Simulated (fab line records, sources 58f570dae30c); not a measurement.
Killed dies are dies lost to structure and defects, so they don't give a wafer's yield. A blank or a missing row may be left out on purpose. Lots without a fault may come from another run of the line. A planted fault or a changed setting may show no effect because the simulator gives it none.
fab line records | flow berkeley_cmos170 | part 2 of 2: steps 27 to 35 of 35
record lots=5 wafers=15 last_day=13
route steps=331 shown SPACER@173 PSD@175 NSD@187 BACKSIDE@199 SDANNEAL@204
lots that met no fault: from a run of the same line without faults
start_h: hours from the record's first day to the start of the lot's first wafer shown | wait_h: hours since the lot's step before | " the same as in the row above | L1.1+2: a row that stands for several wafers | - no value, or no start given | * or withheld: withheld | < > ~ a bound
route shown NAME@n: a module of which the file shows steps, and the number in the route of the first | usual: mean/standard deviation of fault-free wafers | same: alike in all rows | chamber/n: place in a boat | sites: the reading at each site | _std_site: their standard deviation | _edge_site: outer sites' mean less inner sites' | radius_mm: how far each site lies from the wafer's centre | mask NAME#n: copy n | behind: the tool/chamber that last shaped the wafer | hold: why the lot was held/for how many hours/how that ended | device: the transistor (n, p or np) that didn't switch | end of line: the same wafers' tests at the end of the route | a step without rows: its recipe alone | killed: dies lost to structure and defects at the first sort, not the wafer's yield | map: a wafer's dies, x killed, . not, _ none there
set.NAME: the setting as run; set.NAME@STEP: as run at that earlier step | model.NAME: the simulator's own value behind a step, which no gauge read
lots at some steps of the route; a table a step, a row a wafer
services: from which hour (start_h, from the record's first day; less than 0 if before it) a tool's chamber was out of use, for how many hours, and why
## steps
# step UCB170_BACKSIDE_HMDS_00
# recipe prime_time_s=60 prime_temp_c=100
# usual resist_line_temp_C=23.02/0.11
# columns lot.wafer tool chamber start_h wait_h resist_line_temp_C
L075.4 litho_track-04 0 181.89 0.1 22.88
L075.5 " 0 " " 22.82
L075.6 " 0 " " 22.86
L079.1 litho_track-04 0 192.18 0.1 23.01
L079.4 " 0 " " 23.06
L079.6 " 0 " " 22.98
L081.1 litho_track-04 0 203.76 1.1 23.05
L081.3 " 0 " " 22.89
L081.4 " 0 " " 22.90
L088.1 litho_track-04 0 233.39 0.1 23.03
L088.2 " 0 " " 22.84
L088.3 " 0 " " 23.00
L096.1 litho_track-01 0 283.60 0.5 23.14
L096.2 " 0 " " 23.18
L096.3 " 0 " " 23.01
# step UCB170_BACKSIDE_COAT_01
# recipe resist=KrF spin_rpm=1500 resist_thk_nm=890.5
# usual dispense_pressure_kPa=47.9/1.7 resist_line_temp_C=23.01/0.11
# columns lot.wafer tool chamber start_h wait_h dispense_pressure_kPa resist_line_temp_C
L075.4 litho_track-04 0 182.04 0.1 48.4 23.08
L075.5 " 0 " " 48.4 22.99
L075.6 " 0 " " 48.4 22.93
L079.1 litho_track-04 0 192.33 0.1 48.4 23.08
L079.4 " 0 " " 48.4 23.13
L079.6 " 0 " " 48.4 23.10
L081.1 litho_track-04 0 203.91 0.1 48.4 23.16
L081.3 " 0 " " 48.4 23.09
L081.4 " 0 " " 48.4 23.08
L088.1 litho_track-04 0 233.54 0.1 48.4 22.97
L088.2 " 0 " " 48.4 22.96
L088.3 " 0 " " 48.4 22.85
L096.1 litho_track-01 0 283.75 0.1 49.3 23.12
L096.2 " 0 " " 49.3 23.15
L096.3 " 0 " " 49.2 23.10
# step UCB170_BACKSIDE_SOFTBAKE_02
# recipe resist=KrF temp_c=130 time_s=60
# usual plate_temp_C=130.03/0.12 resist_line_temp_C=22.95/0.1
# columns lot.wafer tool chamber start_h wait_h plate_temp_C resist_line_temp_C
L075.4 litho_track-04 0 182.19 0.1 130.06 23.09
L075.5 " 0 " " 130.24 23.17
L075.6 " 0 " " 130.29 22.96
L079.1 litho_track-04 0 192.48 0.1 130.12 23.08
L079.4 " 0 " " 129.84 22.92
L079.6 " 0 " " 130.08 22.91
L081.1 litho_track-04 0 204.06 0.1 130.03 22.89
L081.3 " 0 " " 129.94 22.97
L081.4 " 0 " " 129.88 22.89
L088.1 litho_track-04 0 233.69 0.1 129.99 22.88
L088.2 " 0 " " 129.97 22.89
L088.3 " 0 " " 129.93 22.93
L096.1 litho_track-01 0 283.90 0.1 129.89 23.04
L096.2 " 0 " " 129.96 22.92
L096.3 " 0 " " 129.89 23.02
# step UCB170_BACKSIDE_STRIP_03
# recipe chemistry=O2 power_w=400 pressure_mtorr=3500 platen_temp_c=withheld o2_flow_sccm=400 overash_fraction=0.5
# usual drypump_motor_current_A=5.80/0.25 oes_product_au=0.734/0.0048 strip_time_to_endpoint_s=21.76/0.071
# columns lot.wafer tool chamber start_h wait_h drypump_motor_current_A oes_product_au rf_hours_counter_h strip_time_to_endpoint_s
L075.4 plasma_asher-01 1 182.30 0.1 5.51 0.733 - 21.67
L075.5 " 0 " " 5.98 0.739 - 21.67
L075.6 " 1 " " 5.55 0.728 - 21.69
L079.1 plasma_asher-04 1 192.63 0.1 5.96 0.740 44 21.72
L079.4 " 0 " " 6.33 0.736 - 21.71
L079.6 " 0 " " 6.31 0.735 - 21.77
L081.1 plasma_asher-04 0 204.21 0.1 6.28 0.733 45 21.79
L081.3 " 0 " " 6.31 0.737 - 21.81
L081.4 " 1 " " 5.94 0.737 - 21.84
L088.1 plasma_asher-03 0 233.84 0.1 5.81 0.734 53 21.73
L088.2 " 1 " " 5.57 0.735 53 21.74
L088.3 " 0 " " 5.79 0.724 - 21.76
L096.1 plasma_asher-01 0 284.05 0.1 5.99 0.731 19 21.77
L096.2 " 1 " " 5.49 0.738 19 21.78
L096.3 " 1 " " 5.49 0.730 - 21.80
# step UCB170_BACKSIDE_CLEAN_04
# recipe chemistry=SPM temp_c=120 time_s=600
# columns lot.wafer tool chamber start_h wait_h
L075.4+5+6 wet_bench-01 2 182.37 0.0
L079.1+4+6 wet_bench-01 2 192.78 0.1
L081.1+3+4 wet_bench-04 0 204.31 0.1
L088.1+2+3 wet_bench-01 0 233.94 0.1
L096.1+2+3 wet_bench-01 2 284.15 0.1
# step UCB170_SDANNEAL_RTA_00
# recipe temp_c=900 time_s=10 ambient=N2
# usual lamp_power_pct=28.2/2.4 wafer_temp_C_max=905.3/1.8
# columns lot.wafer tool chamber start_h wait_h lamp_power_pct wafer_temp_C_max
L075.4 rtp_anneal-01 0 182.65 0.1 25.5 906.9
L075.5 " 0 " " 25.5 906.9
L075.6 " 0 " " 25.6 905.9
L079.1 rtp_anneal-02 0 192.96 0.0 30.4 904.5
L079.4 " 0 " " 30.4 905.2
L079.6 " 0 " " 30.4 905.6
L081.1 rtp_anneal-02 0 204.49 0.0 30.3 904.0
L081.3 " 0 " " 30.4 904.0
L081.4 " 0 " " 30.4 904.2
L088.1 rtp_anneal-02 0 234.12 0.0 30.4 903.6
L088.2 " 0 " " 30.4 904.1
L088.3 " 0 " " 30.4 903.3
L096.1 rtp_anneal-02 0 284.33 0.0 30.4 904.7
L096.2 " 0 " " 30.4 903.4
L096.3 " 0 " " 30.3 904.0
# step UCB170_SDANNEAL_RTA_01
# recipe temp_c=1050 time_s=5 ambient=N2
# usual lamp_power_pct=43/3.7 wafer_temp_C_max=1056.1/1.8
# columns lot.wafer tool chamber start_h wait_h lamp_power_pct wafer_temp_C_max
L075.4 rtp_anneal-01 0 182.71 0.1 39 1059.5
L075.5 " 0 " " 39 1057.3
L075.6 " 0 " " 39 1056.3
L079.1 rtp_anneal-02 0 193.02 0.1 47 1054.1
L079.4 " 0 " " 47 1053.9
L079.6 " 0 " " 47 1054.9
L081.1 rtp_anneal-02 0 204.56 0.1 47 1055.5
L081.3 " 0 " " 47 1055.4
L081.4 " 0 " " 47 1053.9
L088.1 rtp_anneal-02 0 234.19 0.1 47 1055.0
L088.2 " 0 " " 47 1054.7
L088.3 " 0 " " 47 1054.2
L096.1 rtp_anneal-02 0 284.39 0.1 47 1054.9
L096.2 " 0 " " 47 1054.2
L096.3 " 0 " " 47 1055.1
# step UCB170_SDANNEAL_RS_MEAS_02
# recipe thk_meas_gauge=four-point-probe
# usual PSD_RS=75.7/0.37
# columns lot.wafer tool chamber start_h wait_h PSD_RS[ohm/sq]
L075.4 film_metro-03 - 182.86 0.1 75.5
L075.5 " - " " 75.7
L075.6 " - " " 75.9
L079.1 film_metro-04 - 193.08 0.0 76.3
L079.4 " - " " 76.6
L079.6 " - " " 76.4
L081.1 film_metro-04 - 204.61 0.0 75.7
L081.3 " - " " 75.6
L081.4 " - " " 76.0
L088.1 film_metro-02 - 234.49 0.3 74.9
L088.2 " - " " 74.9
L088.3 " - " " 74.9
L096.1 film_metro-02 - 284.45 0.0 75.8
L096.2 " - " " 75.7
L096.3 " - " " 75.8
# step UCB170_SDANNEAL_RS_MEAS_03
# recipe thk_meas_gauge=four-point-probe
# usual NSD_RS=37.30/0.11
# columns lot.wafer tool chamber start_h wait_h NSD_RS[ohm/sq]
L075.4 film_metro-03 - 182.98 0.1 37.16
L075.5 " - " " 37.32
L075.6 " - " " 37.34
L079.1 film_metro-04 - 193.20 0.1 37.43
L079.4 " - " " 37.45
L079.6 " - " " 37.34
L081.1 film_metro-04 - 204.73 0.1 37.31
L081.3 " - " " 37.34
L081.4 " - " " 37.27
L088.1 film_metro-02 - 234.61 0.1 37.32
L088.2 " - " " 37.25
L088.3 " - " " 37.26
L096.1 film_metro-02 - 284.57 0.1 37.21
L096.2 " - " " 37.19
L096.3 " - " " 37.16
## services
# columns tool chamber start_h hours kind
wet_bench-04 - 151.85 2.1 repair
rie_diel-01 2 153.20 9.3 repair
krf_scanner-01 - 154.98 0.8 pm
furnace-04 - 159.65 3.7 pm
rie_diel-01 2 183.14 1.9 repair
rtp_anneal-02 - 184.02 5.5 pm
furnace-02 - 206.14 2.9 repair
rtp_anneal-01 - 210.65 5.3 pm
rie_diel-02 2 233.23 14.0 repair
furnace-04 - 235.19 1.2 repair
krf_scanner-02 - 238.67 1.3 pm
krf_scanner-01 - 242.85 1.0 pm
rie_diel-01 2 252.43 13.5 repair
implanter-04 - 254.44 2.7 pm
rie_diel-02 3 255.19 11.5 repair
plasma_asher-04 - 258.23 6.5 repair
krf_scanner-01 0 260.12 - calibration
plasma_asher-02 - 260.85 8.1 repair
krf_scanner-02 0 271.81 - calibration
rie_diel-02 3 278.49 2.5 repair
krf_scanner-01 - 280.97 1.3 pm
